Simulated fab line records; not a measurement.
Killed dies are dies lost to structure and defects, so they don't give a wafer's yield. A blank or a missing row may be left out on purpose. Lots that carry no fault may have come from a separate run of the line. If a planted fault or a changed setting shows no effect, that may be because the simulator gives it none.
Which tool is to blame? || flow rit-cmos || 7 lots, 21 wafers sampled, at 2 steps of a route of 202

== WHAT THE GAUGES SHOWED, per wafer ==
RIT_PWELL_OVL_MEAS_06.
{"lot": "L348", "measured": "day 2 08:36", "on": "overlay-01", "PWELL_OVL (nm)": "-0.2 0.4 -0.4"}
{"lot": "L350", "measured": "day 2 20:54", "on": "overlay-02", "PWELL_OVL (nm)": "1.1 1.5 0.2"}
{"lot": "L352", "measured": "day 3 05:45", "on": "overlay-01", "PWELL_OVL (nm)": "360.0 360.7 361.0 359.0 359.9 360.6"}
{"lot": "L354", "measured": "day 3 14:28", "on": "overlay-02", "PWELL_OVL (nm)": "359.4 358.5 359.8 358.4 358.3 358.7"}
{"lot": "L359", "measured": "day 4 21:19", "on": "overlay-01", "PWELL_OVL (nm)": "0.2 -0.5 0.0"}
{"lot": "L361", "measured": "day 5 01:47", "on": "overlay-01", "PWELL_OVL (nm)": "0.5 2.1 0.8"}
{"lot": "L365", "measured": "day 6 08:47", "on": "overlay-02", "PWELL_OVL (nm)": "0.8 -1.2 1.5"}

== EACH LOT AND THE TOOL THAT RAN IT (in order: tool; ch and the chambers of the sampled wafers; start) ==
{"lot": "L348", "RIT_PWELL_EXPOSE_03": "iline-stepper-01 ch 0, day 2 08:11"}
{"lot": "L350", "RIT_PWELL_EXPOSE_03": "iline-stepper-01 ch 0, day 2 20:28"}
{"lot": "L352", "RIT_PWELL_EXPOSE_03": "iline-stepper-01 ch 0, day 3 05:19"}
{"lot": "L354", "RIT_PWELL_EXPOSE_03": "iline-stepper-01 ch 0, day 3 13:59"}
{"lot": "L359", "RIT_PWELL_EXPOSE_03": "iline-stepper-02 ch 0, day 4 20:53"}
{"lot": "L361", "RIT_PWELL_EXPOSE_03": "iline-stepper-02 ch 0, day 5 01:22"}
{"lot": "L365", "RIT_PWELL_EXPOSE_03": "iline-stepper-02 ch 0, day 6 08:22"}
- RIT_PWELL_EXPOSE_03: exposes mask M3, target cd 43700 nm.

== THE ANSWER, worked out from the rows above alone ==
Rule: the usual values come from the lots themselves. Put in order of their means at a reading, lots are off if they are a third of the lots or fewer, leave a main group of 4 or more, and stand apart from it by a gap of 3 or more times the standard deviation of the main group's means; of several such gaps the widest counts. A main group whose means are all the same, to the digits that the tables above print for the reading, isn't used. Also off: a lot with no number at a reading for which 4 or more lots have one. Any other lot the step has rows for is counted as sound.
Off: L352, L354, seen at RIT_PWELL_OVL_MEAS_06 (PWELL_OVL). The main group has a mean of 0.5 nm with a standard deviation of 0.51.
A tool fits if, at a process step before that reading, it ran every lot that is off, and no sound lot after the first of them. Gauges at RIT_PWELL_OVL_MEAS_06: tried the same way as those tools. One fits: RIT_PWELL_EXPOSE_03 on iline-stepper-01. A fault onset in the window from L350 (day 2 20:28, its last sound lot) to L352 (day 3 05:19, its first lot off) fits.

== WHAT HAD BEEN PUT IN BY THE SIMULATOR ==
Scanner matching overlay: iline-stepper-01, from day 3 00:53 on, at RIT_PWELL_EXPOSE_03. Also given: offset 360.
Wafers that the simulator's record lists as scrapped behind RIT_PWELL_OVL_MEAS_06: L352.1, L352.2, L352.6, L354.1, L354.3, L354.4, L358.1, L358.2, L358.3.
Struck lots among those shown: L352, L354. The same result came from the rule above.
